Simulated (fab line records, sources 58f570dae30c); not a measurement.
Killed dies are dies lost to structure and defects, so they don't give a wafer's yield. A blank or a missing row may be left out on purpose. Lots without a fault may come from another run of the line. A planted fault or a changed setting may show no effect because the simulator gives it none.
Which tool did it? | flow berkeley_cmos170 | 14 lots, 38 wafers sampled, at 6 steps of a route of 331

WHAT THE GAUGES READ, wafer by wafer
UCB170_M1_CD_MEAS_90: target cd 700 nm.
lot  | measured     | on        | cd_nm (nm)
L123 | day 8 17:26  | cd_sem-01 | 698 696 698
L122 | day 8 16:59  | cd_sem-01 | 699 698 698
L127 | day 8 21:26  | cd_sem-02 | 705 699 704
L126 | day 8 23:06  | cd_sem-02 | 697 703 697
L129 | day 9 13:41  | cd_sem-01 | 699 696 697
L128 | day 9 14:59  | cd_sem-01 | 699 699 700
L130 | day 9 23:10  | cd_sem-01 | 700 697 699
L131 | day 9 23:31  | cd_sem-01 | 694 698 697
L133 | day 10 15:05 | cd_sem-01 | 702 705 704
L136 | day 10 20:39 | cd_sem-01 | 688
L137 | day 11 12:26 | cd_sem-01 | 687
L139 | day 11 13:25 | cd_sem-01 | 704 707 705
L140 | day 12 14:50 | cd_sem-01 | 701 706 699
L142 | day 12 16:25 | cd_sem-01 | 706 706 702

UCB170_V1_CD_MEAS_12: target cd 700 nm.
lot  | measured     | on        | cd_nm (nm)
L123 | day 8 21:35  | cd_sem-02 | 700.3 700.8 700.7
L122 | day 8 20:16  | cd_sem-01 | 701.2 700.3 701.9
L127 | day 9 03:22  | cd_sem-01 | 703.5 701.3 702.7
L126 | day 9 04:22  | cd_sem-02 | 699.1 699.7 701.1
L129 | day 9 17:19  | cd_sem-02 | 699.2 700.5 699.7
L128 | day 9 18:26  | cd_sem-02 | 702.1 701.1 702.3
L130 | day 10 02:39 | cd_sem-01 | 700.0 698.3 698.8
L131 | day 10 03:49 | cd_sem-02 | 697.4 698.7 698.4
L133 | day 10 19:37 | cd_sem-01 | 698.5 701.2 700.6
L136 | day 11 00:20 | cd_sem-01 | 700.3
L137 | day 11 17:40 | cd_sem-01 | 698.2
L139 | day 11 17:57 | cd_sem-01 | 701.3 700.1 700.6
L140 | day 12 18:46 | cd_sem-01 | 699.2 700.0 699.3
L142 | day 12 21:08 | cd_sem-01 | 701.5 701.0 700.7

WHICH TOOL RAN EACH LOT (tool, then ch and the chambers of the sampled wafers, then the start)
lot  | UCB170_BACKSIDE_STRIP_03             | UCB170_SILICIDE_SPUTTER_01   | UCB170_M1_METAL_ETCH_12           | UCB170_M1_STRIP_13
L123 | plasma_asher-04 ch 0,1, day 8 03:58  | pvd_sputter-04, day 8 04:56  | rie_metal-01 ch 0,1, day 8 17:12  | plasma_asher-03 ch 0,1, day 8 17:19
L122 | plasma_asher-03 ch 0,1, day 8 04:17  | pvd_sputter-02, day 8 05:14  | rie_metal-04 ch 0,1, day 8 16:45  | plasma_asher-03 ch 0,1, day 8 16:53
L127 | plasma_asher-03 ch 0,1, day 8 13:47  | pvd_sputter-02, day 8 14:44  | rie_metal-04 ch 0,1, day 8 21:11  | plasma_asher-03 ch 0,1, day 8 21:20
L126 | plasma_asher-03 ch 0,1, day 8 14:14  | pvd_sputter-04, day 8 15:24  | rie_metal-02 ch 0,1, day 8 22:52  | plasma_asher-03 ch 0,1, day 8 23:00
L129 | plasma_asher-01 ch 0,1, day 9 05:54  | pvd_sputter-03, day 9 06:53  | rie_metal-04 ch 0,1, day 9 13:26  | plasma_asher-02 ch 0,1, day 9 13:34
L128 | plasma_asher-01 ch 0,1, day 9 07:07  | pvd_sputter-02, day 9 08:05  | rie_metal-01 ch 0, day 9 14:38    | plasma_asher-01 ch 0,1, day 9 14:52
L130 | plasma_asher-03 ch 0,1, day 9 14:28  | pvd_sputter-03, day 9 15:24  | rie_metal-01 ch 0, day 9 22:48    | plasma_asher-02 ch 0,1, day 9 23:04
L131 | plasma_asher-04 ch 0,1, day 9 14:36  | pvd_sputter-02, day 9 15:33  | rie_metal-04 ch 0,1, day 9 23:17  | plasma_asher-02 ch 0,1, day 9 23:25
L133 | plasma_asher-01 ch 0,1, day 10 00:26 | pvd_sputter-03, day 10 01:41 | rie_metal-02 ch 0,1, day 10 14:49 | plasma_asher-02 ch 0,1, day 10 14:56
L136 | plasma_asher-03 ch 0, day 10 10:25   | pvd_sputter-04, day 10 11:19 | rie_metal-04 ch 1, day 10 20:25   | plasma_asher-01 ch 0, day 10 20:32
L137 | plasma_asher-04 ch 0, day 11 02:55   | pvd_sputter-03, day 11 03:49 | rie_metal-04 ch 1, day 11 12:09   | plasma_asher-01 ch 0, day 11 12:16
L139 | plasma_asher-01 ch 0,1, day 11 03:20 | pvd_sputter-02, day 11 04:16 | rie_metal-02 ch 0,1, day 11 13:11 | plasma_asher-02 ch 0,1, day 11 13:19
L140 | plasma_asher-01 ch 0,1, day 12 05:10 | pvd_sputter-03, day 12 06:05 | rie_metal-02 ch 0,1, day 12 14:35 | plasma_asher-02 ch 0,1, day 12 14:42
L142 | plasma_asher-01 ch 0,1, day 12 05:55 | pvd_sputter-03, day 12 06:50 | rie_metal-01 ch 0,1, day 12 16:11 | plasma_asher-02 ch 0,1, day 12 16:18
- UCB170_BACKSIDE_STRIP_03: strips in O2.
- UCB170_SILICIDE_SPUTTER_01: material Ti, target thk 30 nm, time 25 s.
- UCB170_M1_METAL_ETCH_12: etches Al in Cl2/BCl3, stops on PSG, target depth 780 nm, time 130 s.
- UCB170_M1_STRIP_13: strips in O2.

WHAT THE TOOLS THEMSELVES READ (means of the sampled wafers that have a number; where no wafer has one, the mark that the record gives instead)
UCB170_BACKSIDE_STRIP_03.
lot  | tool            | drypump_motor_current_A (A) | oes_product_au (a.u.) | strip_time_to_endpoint_s (s)
L123 | plasma_asher-04 | 6.1                         | 0.731                 | 22.08
L122 | plasma_asher-03 | 5.7                         | 0.737                 | 22.01
L127 | plasma_asher-03 | 5.7                         | 0.736                 | 21.97
L126 | plasma_asher-03 | 5.7                         | 0.742                 | 21.98
L129 | plasma_asher-01 | 5.2                         | 0.735                 | 22.03
L128 | plasma_asher-01 | 5.2                         | 0.733                 | 21.93
L130 | plasma_asher-03 | 5.7                         | 0.731                 | 22.00
L131 | plasma_asher-04 | 6.0                         | 0.735                 | 21.99
L133 | plasma_asher-01 | 5.1                         | 0.735                 | 22.02
L136 | plasma_asher-03 | 5.7                         | 0.729                 | 21.93
L137 | plasma_asher-04 | 6.2                         | 0.726                 | 21.89
L139 | plasma_asher-01 | 5.1                         | 0.736                 | 21.97
L140 | plasma_asher-01 | 5.2                         | 0.732                 | 22.06
L142 | plasma_asher-01 | 5.1                         | 0.734                 | 22.06

UCB170_SILICIDE_SPUTTER_01.
lot  | tool           | throttle_valve_pct (%)
L123 | pvd_sputter-04 | 29.5
L122 | pvd_sputter-02 | 30.4
L127 | pvd_sputter-02 | 28.9
L126 | pvd_sputter-04 | 29.6
L129 | pvd_sputter-03 | 29.8
L128 | pvd_sputter-02 | 29.6
L130 | pvd_sputter-03 | 30.0
L131 | pvd_sputter-02 | 29.6
L133 | pvd_sputter-03 | 29.2
L136 | pvd_sputter-04 | 29.9
L137 | pvd_sputter-03 | 31.1
L139 | pvd_sputter-02 | 29.7
L140 | pvd_sputter-03 | 29.5
L142 | pvd_sputter-03 | 29.7

UCB170_M1_METAL_ETCH_12.
lot  | tool         | drypump_motor_current_A (A) | mfc_cl2_sccm (sccm) | oes_product_au (a.u.) | rf_fwd_power_W (W) | throttle_valve_pct (%)
L123 | rie_metal-01 | 6.01                        | 90.02               | 0.842                 | 596.7              | 24.22
L122 | rie_metal-04 | 5.63                        | 89.71               | 0.849                 | 597.7              | 24.34
L127 | rie_metal-04 | 5.56                        | 90.01               | 0.858                 | 595.9              | 24.22
L126 | rie_metal-02 | 5.84                        | 90.10               | 0.851                 | 596.1              | 24.36
L129 | rie_metal-04 | 5.61                        | 89.97               | 0.849                 | 599.2              | 24.33
L128 | rie_metal-01 | 6.40                        | 90.30               | 0.849                 | 601.1              | 24.21
L130 | rie_metal-01 | 6.37                        | 90.07               | 0.842                 | 600.9              | 24.22
L131 | rie_metal-04 | 5.61                        | 89.99               | 0.843                 | 596.5              | 24.34
L133 | rie_metal-02 | 5.88                        | 90.32               | 0.846                 | 598.5              | 24.39
L136 | rie_metal-04 | 5.70                        | 90.25               | 0.722                 | 597.7              | 24.52
L137 | rie_metal-04 | 5.71                        | 89.85               | 0.733                 | 591.4              | 24.49
L139 | rie_metal-02 | 5.88                        | 90.21               | 0.852                 | 597.0              | 24.36
L140 | rie_metal-02 | 5.85                        | 90.23               | 0.857                 | 597.2              | 24.36
L142 | rie_metal-01 | 6.03                        | 90.28               | 0.846                 | 597.6              | 24.13

UCB170_M1_STRIP_13.
lot  | tool            | drypump_motor_current_A (A) | oes_product_au (a.u.)
L123 | plasma_asher-03 | 5.7                         | 0.718
L122 | plasma_asher-03 | 5.7                         | 0.714
L127 | plasma_asher-03 | 5.7                         | 0.714
L126 | plasma_asher-03 | 5.7                         | 0.717
L129 | plasma_asher-02 | 6.3                         | 0.723
L128 | plasma_asher-01 | 5.2                         | 0.723
L130 | plasma_asher-02 | 6.2                         | 0.720
L131 | plasma_asher-02 | 6.3                         | 0.722
L133 | plasma_asher-02 | 6.4                         | 0.721
L136 | plasma_asher-01 | 5.3                         | 0.573
L137 | plasma_asher-01 | 5.2                         | 0.587
L139 | plasma_asher-02 | 6.4                         | 0.722
L140 | plasma_asher-02 | 6.4                         | 0.718
L142 | plasma_asher-02 | 6.3                         | 0.721

THE ANSWER, worked out from the rows above alone
Rule: what is usual is taken from the lots themselves. Put in order of their means at a reading, lots are off if they are a third of the lots or fewer, leave a main group of 4 or more, and stand apart from it by a gap of 3 or more times the standard deviation of the main group's means; of several such gaps the widest counts. A main group whose means are all the same, to the digits that the tables above print for the reading, isn't used. A lot without any number at a reading at which 4 lots or more have one is off too. The other lots that the step has rows for count as sound. The gauges are gone through in route order, then the tools' own readings, and for those a lot's mean is taken as printed above. The first step at which some lot is off is used, and at that step the reading that is off furthest; a lot without a number counts as furthest.
Off: L136, L137, at UCB170_M1_METAL_ETCH_12 (oes_product_au). The main group: mean 0.849 a.u., standard deviation 0.0051.
A tool fits if, at that step or a process step before it, it ran every lot that is off, and no sound lot after the first of them. One fits: rie_metal-04 at UCB170_M1_METAL_ETCH_12. Its last sound lot is L131 (day 9 23:17), its first lot that is off L136 (day 10 20:25): a fault that began between those two fits.
The tool's own readings at UCB170_M1_METAL_ETCH_12 bear it out: on the lots that are off they differ by more than 5 times the standard deviation of the sound lots' means. oes_product_au reads 0.728 a.u. there against 0.849 a.u. on the sound lots.

WHAT THE SIMULATOR HAD PUT IN
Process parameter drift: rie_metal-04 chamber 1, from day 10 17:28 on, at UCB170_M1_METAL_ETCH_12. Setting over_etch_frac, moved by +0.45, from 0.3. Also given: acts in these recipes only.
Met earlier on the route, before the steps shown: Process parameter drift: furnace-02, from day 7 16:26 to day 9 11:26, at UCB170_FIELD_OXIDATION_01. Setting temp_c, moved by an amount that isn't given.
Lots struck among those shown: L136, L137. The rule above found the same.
